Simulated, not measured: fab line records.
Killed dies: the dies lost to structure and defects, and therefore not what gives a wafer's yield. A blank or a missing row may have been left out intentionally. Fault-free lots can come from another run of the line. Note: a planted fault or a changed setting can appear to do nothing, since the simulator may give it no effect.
2 desks, one fault    flow berkeley cmos170    numbers are kept per desk, each desk with only its own; the story behind them comes last

FOR THE TOOL OWNER'S DESK: rie metal-02
The tool's own readings at UCB170_M1_METAL_ETCH_12 (etches Al in Cl2/BCl3, stops on PSG, target depth 780 nm, time 130 s): means of the sampled wafers that have a number, for each lot that ran on this tool. The brackets show how far a lot's mean lies from the usual mean; more than 4 standard deviations puts the lot out of limits, marked OUT.
Columns: A = drypump motor current A at UCB170_M1_METAL_ETCH_12, usual 5.8 A; B = oes product au at UCB170_M1_METAL_ETCH_12, usual 0.853 a.u.; C = rf fwd power W at UCB170_M1_METAL_ETCH_12, usual 597.2 W; D = throttle valve pct at UCB170_M1_METAL_ETCH_12, usual 24.50 %
lot   first seen here  A    B      C                D
L148  day 8 06:47      5.4  0.837  597.1            24.42
L150  day 8 16:04      6.5  0.844  596.4            24.27
L154  day 9 19:01      6.0  0.842  677.6 (+42) OUT  24.34
L166  day 12 10:16     5.4  0.847  596.1            24.42
L169  day 12 17:39     6.0  0.855  595.3            24.33
L170  day 13 00:26     6.0  0.846  596.1            24.35
This desk's finding: out of limits on L154; first on L154, day 9 19:01 (rf fwd power W at UCB170_M1_METAL_ETCH_12). In limits: L148, L150, L166, L169, L170.

METROLOGY DESK
Lot by lot, what the gauges showed, no matter which tool ran the lot: averages of those sampled wafers that carry a number. The brackets show how far a lot's mean lies from the usual mean; more than 4 standard deviations puts the lot out of limits, marked OUT.
Columns: A = cd nm at UCB170_CONTACT_CD_MEAS_15, usual 699.6 nm; B = M1_AL_THK at UCB170_M1_THK_MEAS_02, usual 592 nm; C = cd nm at UCB170_M1_CD_MEAS_90, usual 699.7 nm
lot   first seen here  A      B    C
L148  day 8 03:46      699.5  591  699.1
L150  day 8 13:41      700.4  594  700.0
L151  day 9 01:23      699.1  591  698.3
L153  day 9 02:17      699.9  589  698.0
L154  day 9 16:35      698.5  582  696.2
L158  day 10 22:54     701.6  593  702.9
L162  day 11 07:22     700.0  596  699.2
L165  day 12 07:26     699.6  599  698.9
L166  day 12 07:46     699.3  589  700.5
L164  day 12 07:47     701.3  593  702.4
L167  day 12 08:02     698.1  590  701.3
L169  day 12 11:10     700.1  603  696.9
L170  day 12 20:40     698.5  587  699.0
Result from this desk: across the 13 lots, nothing is out of limits.

BROUGHT TOGETHER
The tool owner's desk had the chance to raise an alarm at day 9 19:01 on L154.
From the metrology desk's view, nothing was out of limits.
The metrology desk holds a record of L154, inside its limits.
Every lot named ran UCB170_M1_METAL_ETCH_12 on rie metal-02.

WHAT THE SIMULATOR HAD PUT IN
rie metal-02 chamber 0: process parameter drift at UCB170_M1_METAL_ETCH_12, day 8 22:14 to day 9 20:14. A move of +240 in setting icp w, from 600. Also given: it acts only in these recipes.
Struck lots among those shown: L154.
How many hours passed from the start of the fault until each desk's first out-of-limits reading: the tool owner's desk, 21.
